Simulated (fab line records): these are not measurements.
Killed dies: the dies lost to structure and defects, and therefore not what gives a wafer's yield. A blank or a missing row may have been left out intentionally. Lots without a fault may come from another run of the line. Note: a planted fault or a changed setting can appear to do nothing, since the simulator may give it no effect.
The tool behind it: which one? | flow rit cmos | 12 lots, 36 wafers sampled, at 2 steps of a route of 202

== WHAT THE GAUGES SHOWED, per wafer ==
No reading from a measuring or inspecting step in the record can be judged against a usual standard deviation.

== EACH LOT AND THE TOOL THAT RAN IT (in order: tool; ch and the chambers of the sampled wafers; start) ==
lot  | RIT_GATE_CLEAN_04              | RIT_M1_PROBE_99
L670 | wet bench-01 ch 0, day 2 08:26 | -
L671 | wet bench-01 ch 0, day 2 12:25 | prober-01, day 3 14:49
L672 | wet bench-04 ch 2, day 2 19:37 | -
L673 | wet bench-02 ch 2, day 3 00:52 | prober-01, day 4 01:29
L674 | wet bench-02 ch 2, day 3 05:16 | -
L675 | wet bench-01 ch 1, day 3 09:32 | -
L677 | wet bench-02 ch 1, day 3 19:38 | prober-01, day 4 21:29
L680 | wet bench-02 ch 2, day 4 09:38 | prober-02, day 5 12:40
L686 | wet bench-04 ch 1, day 5 17:38 | prober-02, day 6 18:48
L689 | wet bench-01 ch 1, day 6 08:00 | -
L690 | wet bench-01 ch 3, day 6 11:45 | -
L693 | wet bench-04 ch 3, day 7 03:55 | -
- RIT_GATE_CLEAN_04: cleans in dHF, time 60 s.
- RIT_M1_PROBE_99

== WHAT THE TOOLS THEMSELVES READ (means of the sampled wafers that have a number; where no wafer has one, the mark that the record gives instead) ==
RIT_GATE_CLEAN_04.
lot  | tool         | run length s (s)
L670 | wet bench-01 | 87
L671 | wet bench-01 | 88
L672 | wet bench-04 | 92
L673 | wet bench-02 | 84
L674 | wet bench-02 | 85
L675 | wet bench-01 | 84
L677 | wet bench-02 | 86
L680 | wet bench-02 | 146
L686 | wet bench-04 | 84
L689 | wet bench-01 | 93
L690 | wet bench-01 | 94
L693 | wet bench-04 | 94

RIT_M1_PROBE_99.
lot  | tool      | killed_at_M0_to_M3 | killed at contacts | killed at front end | killed dies | killed on rim | killed open | killed short
L671 | prober-01 | 0.0                | 0.0                | 5                   | 5           | 1.0           | 2.7         | 2.7
L673 | prober-01 | 0.0                | 0.0                | 8                   | 8           | 2.0           | 3.3         | 4.7
L677 | prober-01 | 0.3                | 0.3                | 8                   | 8           | 1.0           | 5.0         | 3.3
L680 | prober-02 | 0.0                | 0.0                | 9                   | 9           | 3.3           | 5.0         | 4.3
L686 | prober-02 | 0.0                | 0.0                | 5                   | 5           | 0.3           | 2.3         | 2.7

== THE ANSWER, worked out from the rows above alone ==
Rule: usual is defined by the lots themselves. The widest of any qualifying gaps counts: lots, ordered by their means at a reading, are off when they make up no more than a third of the lots, leave a main group of 4 or more, and stand apart from it by 3 or more times the standard deviation of that group's means. A main group is skipped when, at the precision printed for the reading in the tables above, its means are all equal. Also off: a lot with no number at a reading for which 4 or more lots have one. The other lots that the step has rows for count as sound. First the gauges in route order, then the tools' own readings, where a lot's mean is used as printed above. The first step at which some lot is off is used, and at that step the reading that is off furthest; a lot without a number counts as furthest.
Off at RIT_GATE_CLEAN_04 (run length s): L680. Mean 88 s and standard deviation 4 in the main group.
If a tool, at that step or one of the process steps before it, ran each lot that is off and ran no sound lot following the first of them, it fits. One fits: wet bench-02 at RIT_GATE_CLEAN_04. Its last sound lot is L677 (day 3 19:38), its first lot that is off L680 (day 4 09:38): a fault that began between those two fits.
On the lots that are off, the tool's own readings at RIT_GATE_CLEAN_04 differ by more than 5 times the standard deviation of the sound lots' means, which bears it out; run length s reads 146 s there versus 88 s on the sound lots.

== WHAT HAD BEEN PUT IN BY THE SIMULATOR ==
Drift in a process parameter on wet bench-02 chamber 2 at RIT_GATE_CLEAN_04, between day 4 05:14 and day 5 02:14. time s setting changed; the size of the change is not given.
Lots struck among those shown: L680. The rule given above showed the same thing.
